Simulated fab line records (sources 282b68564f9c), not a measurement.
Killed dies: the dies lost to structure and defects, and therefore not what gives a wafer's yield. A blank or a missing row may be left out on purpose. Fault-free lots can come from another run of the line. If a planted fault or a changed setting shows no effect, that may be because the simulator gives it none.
fab line records | flow rit_cmos
[record] lots = 14 wafers = 42 last_day = 7
route steps=202 shown PSD@150 M1@202
lots that met no fault: taken from a fault-free run of the same line
start_h: the number of hours between the record's first day and the start of the first shown wafer of the lot | wait_h: how many hours have passed since the lot's step before this one | " as in the row above | L1.1+2: a single row standing in for several wafers | - no value present, or no start provided | * or withheld: withheld | < > ~ a bound
route shown NAME@n: a module of which the file shows steps, and the number in the route of the first | usual: mean and standard deviation over wafers with no fault | same: alike in all rows | chamber/n: place in a boat | sites: readings site by site | _std_site: standard deviation across them | _edge_site: outer sites' mean less inner sites' | radius_mm: for every site, how far away it sits from the centre of the wafer | mask NAME#n: copy n | behind: the tool/chamber that last shaped the wafer | hold: reason for holding the lot/hours on hold/outcome of the hold | device: which transistor (n, p or np) failed to switch | end of line: tests run on the same wafers once the route is complete | a step given without rows: its recipe and nothing more | killed: dies that structure and defects cost at the first sort, which is not the same as the wafer's yield | map: a wafer's dies, x killed, . not, _ none there
set.NAME: setting as actually run; set.NAME@STEP: the setting as run at that earlier step | model.NAME: the simulator's own value behind a step, which no gauge read
one table for each step of the route and one row for each wafer, over a sample of lots
services: a tool's chamber out of use, with start hour (start_h, from the record's first day; less than 0 if before it), hours out, and reason
[[steps]]
[step RIT_PSD_IMPLANT_08]
[recipe] species = BF2 energy_kev = 27 dose_cm2 = 5e+15 tilt_deg = 7
[usual] beam_on_s = 13.3/0.78 dose_ions_cm2 = 5.001e+15/5.6e+12 end_station_pressure_torr = 1.38e-05/9.2e-07 tilt_deg = 7.000/0.019
// columns lot.wafer tool chamber start_h wait_h beam_on_s dose_ions_cm2 end_station_pressure_torr tilt_deg
L356.1 implanter-02 0 64.45 0.1 13.2 4.995e+15 1.38e-05 6.958
L356.2 " 0 " " 12.8 4.999e+15 1.33e-05 6.981
L356.4 " 0 " " 12.6 4.995e+15 1.37e-05 6.970
L357.1 implanter-03 0 64.56 0.1 14.8 5e+15 1.28e-05 7.025
L357.2 " 0 " " 14.6 4.999e+15 1.17e-05 7.022
L357.3 " 0 " " 14.3 5e+15 1.2e-05 7.011
L359.1 implanter-02 0 75.65 0.1 12.7 4.992e+15 1.48e-05 7.006
L359.2 " 0 " " 13.0 5e+15 1.42e-05 6.986
L359.5 " 0 " " 12.6 4.994e+15 1.4e-05 7.005
L360.2 implanter-02 0 79.67 0.1 12.5 4.997e+15 1.58e-05 7.022
L360.4 " 0 " " 12.5 5.006e+15 1.34e-05 6.997
L360.6 " 0 " " 12.7 4.993e+15 1.49e-05 7.005
L361.3 implanter-02 0 82.28 0.1 13.2 5.001e+15 1.43e-05 7.011
L361.4 " 0 " " 12.8 5.005e+15 1.42e-05 7.019
L361.5 " 0 " " 12.5 4.999e+15 1.49e-05 7.027
L362.3 implanter-02 0 86.49 0.1 12.8 4.998e+15 1.45e-05 7.015
L362.5 " 0 " " 12.9 4.996e+15 1.47e-05 6.963
L362.6 " 0 " " 12.3 4.992e+15 1.37e-05 6.983
L367.1 implanter-02 0 125.92 0.1 20.3 7.997e+15 1.2e-05 6.987
L367.2 " 0 " " 21.5 8.003e+15 1.29e-05 7.002
L367.6 " 0 " " 20.9 8.012e+15 1.37e-05 7.000
L368.1 implanter-02 0 131.56 0.1 20.6 7.997e+15 1.26e-05 7.000
L368.2 " 0 " " 20.3 7.993e+15 1.29e-05 6.990
L368.3 " 0 " " 20.3 7.997e+15 1.21e-05 7.000
L370.1 implanter-03 0 135.08 0.1 14.9 5.006e+15 1.24e-05 6.974
L370.3 " 0 " " 14.5 5.007e+15 1.16e-05 6.980
L370.4 " 0 " " 14.9 4.993e+15 1.24e-05 7.003
L373.3 implanter-03 0 150.24 0.1 14.7 4.998e+15 1.28e-05 6.977
L373.4 " 0 " " 15.1 5e+15 1.24e-05 6.990
L373.5 " 0 " " 15.1 5.007e+15 1.19e-05 6.993
L374.1 implanter-01 0 154.94 0.1 13.7 5.002e+15 1.39e-05 7.018
L374.3 " 0 " " 13.0 5.004e+15 1.35e-05 7.021
L374.5 " 0 " " 13.1 5.012e+15 1.25e-05 7.033
L376.3 implanter-01 0 162.19 0.1 13.7 5.006e+15 1.37e-05 6.984
L376.4 " 0 " " 13.2 5.004e+15 1.34e-05 7.019
L376.6 " 0 " " 13.1 5.003e+15 1.43e-05 6.976
L377.1 implanter-01 0 167.39 0.1 13.3 5.006e+15 1.42e-05 6.985
L377.3 " 0 " " 12.6 5.007e+15 1.46e-05 6.990
L377.4 " 0 " " 12.6 5.018e+15 1.39e-05 6.957
L378.1 implanter-01 0 169.99 0.1 13.0 4.996e+15 1.34e-05 7.025
L378.2 " 0 " " 13.1 4.995e+15 1.35e-05 7.009
L378.5 " 0 " " 13.4 5.003e+15 1.33e-05 7.007
[step RIT_PSD_TW_MEAS_10]
[usual] PSD_TW = 3443/21
// columns lot.wafer tool chamber start_h wait_h hold PSD_TW
L356.1 film_metro-04 - 64.77 0.1 - 3398
L356.2 " - " " - 3407
L356.4 " - " " - 3419
L357.1 film_metro-02 - 64.89 0.1 - 3434
L357.2 " - " " - 3433
L357.3 " - " " - 3459
L359.1 film_metro-02 - 75.98 0.1 - 3454
L359.2 " - " " - 3460
L359.5 " - " " - 3463
L360.2 film_metro-03 - 79.98 0.1 - 3438
L360.4 " - " " - 3416
L360.6 " - " " - 3431
L361.3 film_metro-03 - 82.57 0.1 - 3447
L361.4 " - " " - 3427
L361.5 " - " " - 3452
L362.3 film_metro-03 - 86.78 0.1 - 3449
L362.5 " - " " - 3445
L362.6 " - " " - 3455
L367.1 film_metro-03 - 126.25 0.1 await_dispo/0.2h/release 3587
L367.2 " - " " await_dispo/0.2h/release 3574
L367.6 " - " " await_dispo/0.2h/release 3576
L367.1 film_metro-03 - 126.48 0.2 - 3567
L367.2 " - " " - 3567
L367.6 " - " " - 3591
L368.1 film_metro-02 - 132.04 0.1 await_dispo/0.2h/release 3561
L368.2 " - " " await_dispo/0.2h/release 3587
L368.3 " - " " await_dispo/0.2h/release 3561
L368.1 film_metro-02 - 132.26 0.2 - 3540
L368.2 " - " " - 3562
L368.3 " - " " - 3543
L370.1 film_metro-04 - 135.40 0.1 - 3434
L370.3 " - " " - 3427
L370.4 " - " " - 3431
L373.3 film_metro-03 - 150.53 0.1 - 3462
L373.4 " - " " - 3471
L373.5 " - " " - 3480
L374.1 film_metro-04 - 155.27 0.1 - 3422
L374.3 " - " " - 3406
L374.5 " - " " - 3408
L376.3 film_metro-04 - 162.49 0.1 - 3405
L376.4 " - " " - 3410
L376.6 " - " " - 3431
L377.1 film_metro-02 - 167.72 0.1 - 3458
L377.3 " - " " - 3462
L377.4 " - " " - 3458
L378.1 film_metro-02 - 170.31 0.1 - 3460
L378.2 " - " " - 3470
L378.5 " - " " - 3452
[step RIT_SDANNEAL_RS_MEAS_04]
[recipe] thk_meas_gauge = four-point-probe
[usual] PSD_RS = 116.06/0.29
// columns lot.wafer tool chamber start_h wait_h hold PSD_RS[ohm/sq]
L356.1 film_metro-04 - 65.26 0.0 - 116.05
L356.2 " - " " - 116.06
L356.4 " - " " - 115.99
L357.1 film_metro-03 - 65.37 0.0 - 115.75
L357.2 " - " " - 116.16
L357.3 " - " " - 116.00
L359.1 film_metro-03 - 76.50 0.0 - 115.90
L359.2 " - " " - 116.25
L359.5 " - " " - 116.21
L360.2 film_metro-02 - 80.49 0.1 - 116.10
L360.4 " - " " - 115.75
L360.6 " - " " - 115.91
L361.3 film_metro-02 - 83.25 0.1 - 116.36
L361.4 " - " " - 115.91
L361.5 " - " " - 116.32
L362.3 film_metro-03 - 87.32 0.1 - 115.70
L362.5 " - " " - 115.93
L362.6 " - " " - 116.23
L367.1 film_metro-03 - 131.02 0.1 await_dispo/0.2h/release 110.34
L367.2 " - " " await_dispo/0.2h/release 110.22
L367.6 " - " " await_dispo/0.2h/release 110.26
L367.1 film_metro-03 - 131.38 0.3 - 110.34
L367.2 " - " " - 110.08
L367.6 " - " " - 110.16
L370.1 film_metro-04 - 135.89 0.0 - 116.20
L370.3 " - " " - 115.90
L370.4 " - " " - 115.85
L368.1 film_metro-02 - 139.68 0.0 await_dispo/0.2h/release 110.76
L368.2 " - " " await_dispo/0.2h/release 110.95
L368.3 " - " " await_dispo/0.2h/release 110.89
L368.1 film_metro-02 - 139.97 0.3 - 110.52
L368.2 " - " " - 110.92
L368.3 " - " " - 110.89
L373.3 film_metro-02 - 151.23 0.1 - 116.37
L373.4 " - " " - 116.29
L373.5 " - " " - 116.40
L374.1 film_metro-02 - 155.94 0.0 - 116.58
L374.3 " - " " - 116.24
L374.5 " - " " - 116.33
L376.3 film_metro-02 - 163.18 0.1 - 115.59
L376.4 " - " " - 115.73
L376.6 " - " " - 115.69
L377.1 film_metro-02 - 168.22 0.0 - 116.33
L377.3 " - " " - 116.30
L377.4 " - " " - 116.15
L378.1 film_metro-02 - 170.83 0.0 - 115.99
L378.2 " - " " - 115.82
L378.5 " - " " - 115.75
[step RIT_M1_PROBE_99]
[usual] defect_limited_yield = 97.3/1.2 killed_at_contacts = 0.1/0.25 killed_at_front_end = 7/3.2 killed_dies = 7/3.2 killed_open = 3.5/2.2 killed_short = 3.6/2.1 sort_bin_3_pad_short = 0.1/0.22 sort_bin_5_function = 1.5/0.87 sort_bin_6_memory = 1.1/0.65 sort_n_pass = 257/3.2 sort_yield_pct = 97.3/1.2
[same] gross_dies = 264 killed_at_M0_to_M3 = 0 killed_at_M4_up = 0 killed_at_back_side = 0 killed_at_other = 0
// columns lot.wafer tool chamber start_h wait_h defect_limited_yield[%] killed_at_contacts killed_at_front_end killed_dies killed_open killed_short sort_bin_3_pad_short[%] sort_bin_5_function[%] sort_bin_6_memory[%] sort_n_pass sort_yield_pct[%]
L356.1 prober-01 - 72.81 0.1 99.2 0 2 2 2 0 0 0.4 0.4 262 99.2
L356.2 prober-01 - 72.86 0.1 99.2 0 2 2 1 1 0.4 0 0.4 262 99.2
L356.4 prober-01 - 72.96 0.2 96.2 0 10 10 5 5 0 3.0 0.8 254 96.2
L357.1 prober-02 - 74.31 0.1 99.6 0 1 1 0 1 0 0.4 0 263 99.6
L357.2 prober-02 - 74.36 0.1 96.2 0 10 10 4 6 0.4 1.9 1.5 254 96.2
L357.3 prober-02 - 74.41 0.2 97.7 0 6 6 1 5 0 1.1 1.1 258 97.7
L359.1 prober-02 - 83.98 0.1 97.3 0 7 7 4 3 0 0.4 2.3 257 97.3
L359.2 prober-02 - 84.03 0.1 97.7 0 6 6 3 3 0.4 1.1 0.8 258 97.7
L359.5 prober-02 - 84.18 0.2 96.6 0 9 9 6 3 0 2.3 1.1 255 96.6
L360.2 prober-01 - 88.15 0.1 97.3 0 7 7 3 4 0 1.5 1.1 257 97.3
L360.4 prober-01 - 88.25 0.2 97.0 0 8 8 3 5 0 1.9 1.1 256 97.0
L360.6 prober-01 - 88.35 0.2 97.7 0 6 6 4 2 0 1.5 0.8 258 97.7
L361.3 prober-02 - 90.86 0.2 97.7 1 5 6 2 4 0 1.1 1.1 258 97.7
L361.4 prober-02 - 90.91 0.2 95.1 0 13 13 9 4 0 3.0 1.9 251 95.1
L361.5 prober-02 - 90.96 0.2 97.0 0 8 8 6 2 0.4 1.1 1.5 256 97.0
L362.3 prober-01 - 94.97 0.2 98.1 0 5 5 2 3 0.4 0.8 0.8 259 98.1
L362.5 prober-01 - 95.07 0.2 97.7 0 6 6 1 5 0 0.8 1.5 258 97.7
L362.6 prober-01 - 95.12 0.2 98.9 0 3 3 2 1 0 1.1 0 261 98.9
L370.1 prober-01 - 143.50 0.1 97.3 0 7 7 4 3 0 1.1 1.5 257 97.3
L370.3 prober-01 - 143.60 0.2 97.0 0 8 8 3 5 0 2.3 0.8 256 97.0
L370.4 prober-01 - 143.65 0.2 96.6 0 9 9 5 4 0 2.3 1.1 255 96.6
L373.3 prober-02 - 160.01 0.2 98.9 0 3 3 2 1 0 1.1 0 261 98.9
L373.4 prober-02 - 160.06 0.2 96.6 0 9 9 5 4 0 2.3 1.1 255 96.6
L373.5 prober-02 - 160.11 0.2 96.2 0 10 10 4 6 0 2.3 1.5 254 96.2
L374.1 prober-02 - 164.77 0.1 97.7 0 6 6 3 3 0 1.1 1.1 258 97.7
L374.3 prober-02 - 164.87 0.2 98.1 0 5 5 2 3 0 0.8 1.1 259 98.1
L374.5 prober-02 - 164.97 0.2 98.9 0 3 3 0 3 0 0.8 0.4 261 98.9
L376.3 prober-01 - 170.52 0.2 94.7 0 14 14 7 5 0.4 3.8 1.1 250 94.7
L376.4 prober-01 - 170.57 0.2 97.7 0 6 6 4 2 0 1.1 1.1 258 97.7
L376.6 prober-01 - 170.67 0.2 97.3 0 7 7 3 4 0.8 1.1 0.8 257 97.3
L377.1 prober-02 - 175.85 0.1 97.3 0 7 7 4 3 0.4 1.1 1.1 257 97.3
L377.3 prober-02 - 175.95 0.2 98.1 0 5 5 3 2 0 1.5 0.4 259 98.1
L377.4 prober-02 - 176.00 0.2 96.2 0 10 10 6 4 0.4 2.3 1.1 254 96.2
L378.1 prober-01 - 178.36 0.1 97.0 0 8 8 0 8 0 2.3 0.8 256 97.0
L378.2 prober-01 - 178.41 0.1 97.3 0 7 7 7 0 0 1.9 0.8 257 97.3
L378.5 prober-01 - 178.56 0.2 97.0 0 8 8 2 6 0 1.5 1.5 256 97.0
// killed by level:class
L356.1 FOX2:geometric_particle:open=1 SILICIDE:geometric_particle:open=1
L356.2 FOX1:geometric_particle:open=1 GATE:geometric_particle:short=1
L356.4 GATE:geometric_particle:short=3 SILICIDE:geometric_particle:open=3 FOX1:geometric_particle:short=1 FOX2:geometric_particle:open=1 GATE:geometric_particle:open=1 SILICIDE:geometric_particle:short=1
L357.1 GATE:geometric_particle:short=1
L357.2 GATE:geometric_particle:short=5 SPACER:geometric_particle:open=2 FOX2:geometric_particle:open=1 GATE:geometric_particle:open=1 REOX:geometric_particle:short=1
L357.3 SPACER:geometric_particle:short=3 GATE:geometric_particle:short=1 REOX:geometric_particle:short=1 SPACER:geometric_particle:open=1
L359.1 FOX1:geometric_particle:short=2 FOX1:geometric_particle:open=2 GATE:geometric_particle:open=2 GATE:geometric_particle:short=1
L359.2 FOX1:geometric_particle:short=2 GATE:geometric_particle:open=1 GATE:geometric_particle:short=1 REOX:geometric_particle:open=1 SPACER:geometric_particle:open=1
L359.5 GATE:geometric_particle:open=5 GATE:geometric_particle:short=2 FOX1:geometric_particle:short=1 FOX1:geometric_particle:open=1
L360.2 FOX1:geometric_particle:short=2 FOX1:geometric_particle:open=1 GATE:geometric_particle:open=1 GATE:geometric_particle:short=1 SILICIDE:geometric_particle:open=1 SILICIDE:geometric_particle:short=1
L360.4 REOX:geometric_particle:open=2 SPACER:geometric_particle:short=2 FOX1:geometric_particle:short=1 REOX:geometric_particle:short=1 SPACER:geometric_particle:open=1 SILICIDE:geometric_particle:short=1
L360.6 GATE:geometric_particle:short=2 GATE:geometric_particle:open=2 SPACER:geometric_particle:open=2
L361.3 GATE:geometric_particle:short=2 REOX:geometric_particle:open=2 REOX:geometric_particle:short=1 CONTACT:geometric_particle:short=1
L361.4 GATE:geometric_particle:open=7 FOX2:geometric_particle:open=2 GATE:geometric_particle:short=2 FOX1:geometric_particle:short=1 FOX2:geometric_particle:short=1
L361.5 GATE:geometric_particle:open=4 FOX2:geometric_particle:open=2 SILICIDE:geometric_particle:short=2
L362.3 REOX:geometric_particle:open=2 ACTIVE:geometric_particle:short=1 SPACER:geometric_particle:short=1 SILICIDE:geometric_particle:short=1
L362.5 SILICIDE:geometric_particle:short=2 FOX1:geometric_particle:short=1 FOX2:geometric_particle:short=1 REOX:geometric_particle:open=1 REOX:geometric_particle:short=1
L362.6 REOX:geometric_particle:open=1 SPACER:geometric_particle:open=1 SILICIDE:geometric_particle:short=1
L370.1 GATE:geometric_particle:open=3 FOX1:geometric_particle:short=1 FOX2:geometric_particle:short=1 GATE:geometric_particle:short=1 SPACER:geometric_particle:open=1
L370.3 FOX1:geometric_particle:open=2 SPACER:geometric_particle:short=2 SILICIDE:geometric_particle:short=2 REOX:geometric_particle:short=1 REOX:geometric_particle:open=1
L370.4 FOX2:geometric_particle:short=2 REOX:geometric_particle:open=2 SILICIDE:geometric_particle:open=2 FOX1:geometric_particle:short=1 FOX1:geometric_particle:open=1 REOX:geometric_particle:short=1
L373.3 FOX1:geometric_particle:open=1 GATE:geometric_particle:open=1 GATE:geometric_particle:short=1
L373.4 GATE:geometric_particle:open=2 GATE:geometric_particle:short=2 FOX1:geometric_particle:short=1 FOX1:geometric_particle:open=1 FOX2:geometric_particle:short=1 REOX:geometric_particle:open=1 SPACER:geometric_particle:open=1
L373.5 GATE:geometric_particle:short=4 GATE:geometric_particle:open=2 FOX1:geometric_particle:short=1 FOX1:geometric_particle:open=1 REOX:geometric_particle:open=1 SPACER:geometric_particle:short=1
L374.1 FOX1:geometric_particle:open=2 GATE:geometric_particle:short=2 GATE:geometric_particle:open=1 SILICIDE:geometric_particle:short=1
L374.3 GATE:geometric_particle:short=2 FOX1:geometric_particle:open=1 SILICIDE:geometric_particle:open=1 SILICIDE:geometric_particle:short=1
L374.5 FOX1:geometric_particle:short=2 REOX:geometric_particle:short=1
L376.3 GATE:geometric_particle:open=4 GATE:geometric_particle:short=3 SPACER:geometric_particle:open=2 PWELL:coat_microbubble_printed=2 FOX1:geometric_particle:short=1 SILICIDE:geometric_particle:open=1 SILICIDE:geometric_particle:short=1
L376.4 GATE:geometric_particle:open=2 FOX1:geometric_particle:short=1 FOX1:geometric_particle:open=1 GATE:geometric_particle:short=1 SPACER:geometric_particle:open=1
L376.6 GATE:geometric_particle:short=2 FOX1:geometric_particle:short=1 FOX1:geometric_particle:open=1 FOX2:geometric_particle:short=1 GATE:geometric_particle:open=1 SILICIDE:geometric_particle:open=1
L377.1 GATE:geometric_particle:short=2 SPACER:geometric_particle:open=2 GATE:geometric_particle:open=1 REOX:geometric_particle:short=1 SILICIDE:geometric_particle:open=1
L377.3 GATE:geometric_particle:open=2 FOX1:geometric_particle:short=1 FOX1:geometric_particle:open=1 GATE:geometric_particle:short=1
L377.4 GATE:geometric_particle:open=3 FOX1:geometric_particle:open=2 GATE:geometric_particle:short=2 REOX:geometric_particle:open=1 REOX:geometric_particle:short=1 SILICIDE:geometric_particle:short=1
L378.1 GATE:geometric_particle:short=3 REOX:geometric_particle:short=2 FOX1:geometric_particle:short=1 SPACER:geometric_particle:short=1 SILICIDE:geometric_particle:short=1
L378.2 FOX1:geometric_particle:open=3 REOX:geometric_particle:open=3 GATE:geometric_particle:open=1
L378.5 FOX2:geometric_particle:short=2 ACTIVE:geometric_particle:short=1 FOX1:geometric_particle:open=1 FOX1:geometric_particle:short=1 REOX:geometric_particle:open=1 GATE:geometric_particle:short=1 REOX:geometric_particle:short=1
[[services]]
// columns tool chamber start_h hours kind
implanter-03 - 50.85 3.1 repair
implanter-03 - 51.98 1.2 repair
implanter-01 - 66.67 3.3 pm
implanter-03 - 67.06 5.6 pm
implanter-01 - 92.11 1.5 repair
implanter-01 - 98.33 10.6 repair
implanter-03 - 106.03 3.0 repair
implanter-01 - 124.51 4.6 pm
implanter-03 - 128.25 2.3 repair
implanter-02 - 155.14 5.4 pm
implanter-02 - 165.41 6.8 repair
[[key]]
[first_sign] step = RIT_PSD_IMPLANT_08 reading = dose_ions_cm2 direction = up sigmas = 99+ usual = 5.001e+15 struck = 8e+15
[effect] step = RIT_PSD_IMPLANT_08 reading = beam_on_s direction = up sigmas = 9.3 usual = 13.3 struck = 20.6
[effect] step = RIT_PSD_TW_MEAS_10 reading = visit direction = added
[effect] step = RIT_PSD_TW_MEAS_10 reading = PSD_TW direction = up sigmas = 6.2 usual = 3443 struck = 3575
[effect] step = RIT_SDANNEAL_RS_MEAS_04 reading = visit direction = added
[effect] step = RIT_SDANNEAL_RS_MEAS_04 reading = PSD_RS direction = down sigmas = 19 usual = 116.06 struck = 110.57
met_at RIT_PSD_IMPLANT_08
struck_lots L367,L368
rows_end L367.1,L367.2,L367.6,L368.1,L368.2,L368.3
onset_between 86.49 125.92
[fault] kind = process_parameter_drift tool = implanter-02 chamber = - onset_h = 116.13 steps = RIT_PSD_IMPLANT_08 channel = dose_cm2 offset = 3e+15 shape = step end_h = 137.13 acts_in = these_recipes_only stated = 5e+15
// rows_end: these wafers met a further fault down the route, and their rows from its step on are left out
